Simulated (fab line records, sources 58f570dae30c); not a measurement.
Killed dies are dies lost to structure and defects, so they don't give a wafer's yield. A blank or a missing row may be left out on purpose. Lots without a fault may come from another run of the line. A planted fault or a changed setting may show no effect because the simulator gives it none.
Which tool did it? | flow berkeley_cmos170 | 7 lots, 21 wafers sampled, at 1 step of a route of 331

WHAT THE GAUGES READ, wafer by wafer
UCB170_GATE_CD_MEAS_12: target cd 350 nm.
lot  | measured     | on        | cd_nm (nm)
L189 | day 6 23:44  | cd_sem-01 | 350.3 350.2 350.5
L190 | day 7 07:07  | cd_sem-01 | 351.0 350.3 350.9
L195 | day 8 11:29  | cd_sem-01 | 350.7 350.5 350.7
L200 | day 8 15:37  | cd_sem-02 | 349.7 349.6 349.7
L201 | day 9 11:34  | cd_sem-02 | 351.7 351.2 351.4
L206 | day 10 15:17 | cd_sem-02 | 352.2 351.6 350.4
L209 | day 11 00:55 | cd_sem-02 | 349.2 348.9 349.5

WHICH TOOL RAN EACH LOT (tool, then ch and the chambers of the sampled wafers, then the start)
The record holds no process step before these readings.

THE ANSWER, worked out from the rows above alone
Rule: what is usual is taken from the lots themselves. Put in order of their means at a reading, lots are off if they are a third of the lots or fewer, leave a main group of 4 or more, and stand apart from it by a gap of 3 or more times the standard deviation of the main group's means; of several such gaps the widest counts. A main group whose means are all the same, to the digits that the tables above print for the reading, isn't used. A lot without any number at a reading at which 4 lots or more have one is off too. The other lots that the step has rows for count as sound.
No lot is off at any reading shown: from this, nothing can be told.

WHAT THE SIMULATOR HAD PUT IN
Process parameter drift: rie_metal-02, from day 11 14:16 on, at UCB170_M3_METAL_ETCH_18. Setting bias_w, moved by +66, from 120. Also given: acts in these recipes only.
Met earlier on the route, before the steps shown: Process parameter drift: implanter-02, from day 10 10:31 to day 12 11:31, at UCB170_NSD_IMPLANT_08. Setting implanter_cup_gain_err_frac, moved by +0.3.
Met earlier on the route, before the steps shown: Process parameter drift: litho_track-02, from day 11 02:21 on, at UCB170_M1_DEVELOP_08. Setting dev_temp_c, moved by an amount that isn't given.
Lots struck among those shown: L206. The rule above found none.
